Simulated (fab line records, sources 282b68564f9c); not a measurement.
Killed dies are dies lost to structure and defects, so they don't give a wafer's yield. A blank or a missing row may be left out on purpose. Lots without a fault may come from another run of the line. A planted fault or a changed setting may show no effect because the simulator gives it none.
Which tool did it? | flow rit_cmos | 14 lots, 42 wafers sampled, at 2 steps of a route of 202

WHAT THE GAUGES READ, wafer by wafer
The record holds no reading of a measuring or inspecting step that can be judged against a usual standard deviation.

WHICH TOOL RAN EACH LOT (tool, then ch and the chambers of the sampled wafers, then the start)
lot  | RIT_NLDD_STRIP_09                   | RIT_M1_PROBE_99
L290 | plasma_asher-02 ch 0,1, day 2 18:29 | -
L291 | plasma_asher-04 ch 0,1, day 2 23:32 | -
L292 | plasma_asher-01 ch 0,1, day 3 04:50 | -
L293 | plasma_asher-04 ch 0,1, day 3 09:03 | -
L294 | plasma_asher-02 ch 0,1, day 3 16:35 | -
L295 | plasma_asher-01 ch 0,1, day 3 19:52 | -
L296 | plasma_asher-01 ch 0,1, day 4 00:23 | -
L297 | plasma_asher-01 ch 0,1, day 4 04:19 | -
L298 | plasma_asher-04 ch 1, day 4 10:57   | -
L300 | plasma_asher-04 ch 0,1, day 4 20:26 | -
L304 | plasma_asher-04 ch 0,1, day 5 23:30 | -
L309 | plasma_asher-02 ch 0,1, day 6 22:25 | -
L308 | plasma_asher-01 ch 0,1, day 6 22:39 | prober-01, day 7 17:37
L310 | plasma_asher-02 ch 1, day 7 03:50   | -
- RIT_NLDD_STRIP_09: strips in O2, time 180 s.
- RIT_M1_PROBE_99

WHAT THE TOOLS THEMSELVES READ (means of the sampled wafers that have a number; where no wafer has one, the mark that the record gives instead)
RIT_NLDD_STRIP_09.
lot  | tool            | chamber_pressure_mTorr (mTorr) | drypump_motor_current_A (A) | o2_flow_sccm (sccm) | rf_refl_power_W (W)
L290 | plasma_asher-02 | 4001                           | 6.0                         | 3997                | 8.6
L291 | plasma_asher-04 | 3999                           | 5.8                         | 4019                | 5.3
L292 | plasma_asher-01 | 3998                           | 6.3                         | 4006                | 8.7
L293 | plasma_asher-04 | 4001                           | 5.9                         | 3996                | 5.2
L294 | plasma_asher-02 | 4001                           | 5.7                         | 4006                | 8.9
L295 | plasma_asher-01 | 3999                           | 6.2                         | 3992                | 8.4
L296 | plasma_asher-01 | 3999                           | 6.3                         | 4005                | 8.8
L297 | plasma_asher-01 | 3997                           | 6.3                         | 3999                | 9.0
L298 | plasma_asher-04 | 3999                           | 5.7                         | 3995                | 4.5
L300 | plasma_asher-04 | 2665                           | 5.8                         | 4000                | 5.2
L304 | plasma_asher-04 | 2671                           | 5.9                         | 3997                | 5.2
L309 | plasma_asher-02 | 3999                           | 5.7                         | 3999                | 9.0
L308 | plasma_asher-01 | 3999                           | 6.3                         | 3993                | 8.9
L310 | plasma_asher-02 | 3999                           | 5.5                         | 3997                | 9.2

RIT_M1_PROBE_99.
lot  | tool      | killed_at_contacts | killed_at_front_end | killed_dies | killed_open | killed_short
L308 | prober-01 | 0.0                | 4.7                 | 4.7         | 2.7         | 2.0

THE ANSWER, worked out from the rows above alone
Rule: what is usual is taken from the lots themselves. Put in order of their means at a reading, lots are off if they are a third of the lots or fewer, leave a main group of 4 or more, and stand apart from it by a gap of 3 or more times the standard deviation of the main group's means; of several such gaps the widest counts. A main group whose means are all the same, to the digits that the tables above print for the reading, isn't used. A lot without any number at a reading at which 4 lots or more have one is off too. The other lots that the step has rows for count as sound. The gauges are gone through in route order, then the tools' own readings, and for those a lot's mean is taken as printed above. The first step at which some lot is off is used, and at that step the reading that is off furthest; a lot without a number counts as furthest.
Off: L300, L304, at RIT_NLDD_STRIP_09 (chamber_pressure_mTorr). The main group: mean 3999 mTorr, standard deviation 1.2.
A tool fits if, at that step or a process step before it, it ran every lot that is off, and no sound lot after the first of them. One fits: plasma_asher-04 at RIT_NLDD_STRIP_09. Its last sound lot is L298 (day 4 10:57), its first lot that is off L300 (day 4 20:26): a fault that began between those two fits.
The tool's own readings at RIT_NLDD_STRIP_09 bear it out: on the lots that are off they differ by more than 5 times the standard deviation of the sound lots' means. chamber_pressure_mTorr reads 2668 mTorr there against 3999 mTorr on the sound lots.

WHAT THE SIMULATOR HAD PUT IN
Process parameter drift: plasma_asher-04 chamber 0, from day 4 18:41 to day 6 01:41, at RIT_NLDD_STRIP_09. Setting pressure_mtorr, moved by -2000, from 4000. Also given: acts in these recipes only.
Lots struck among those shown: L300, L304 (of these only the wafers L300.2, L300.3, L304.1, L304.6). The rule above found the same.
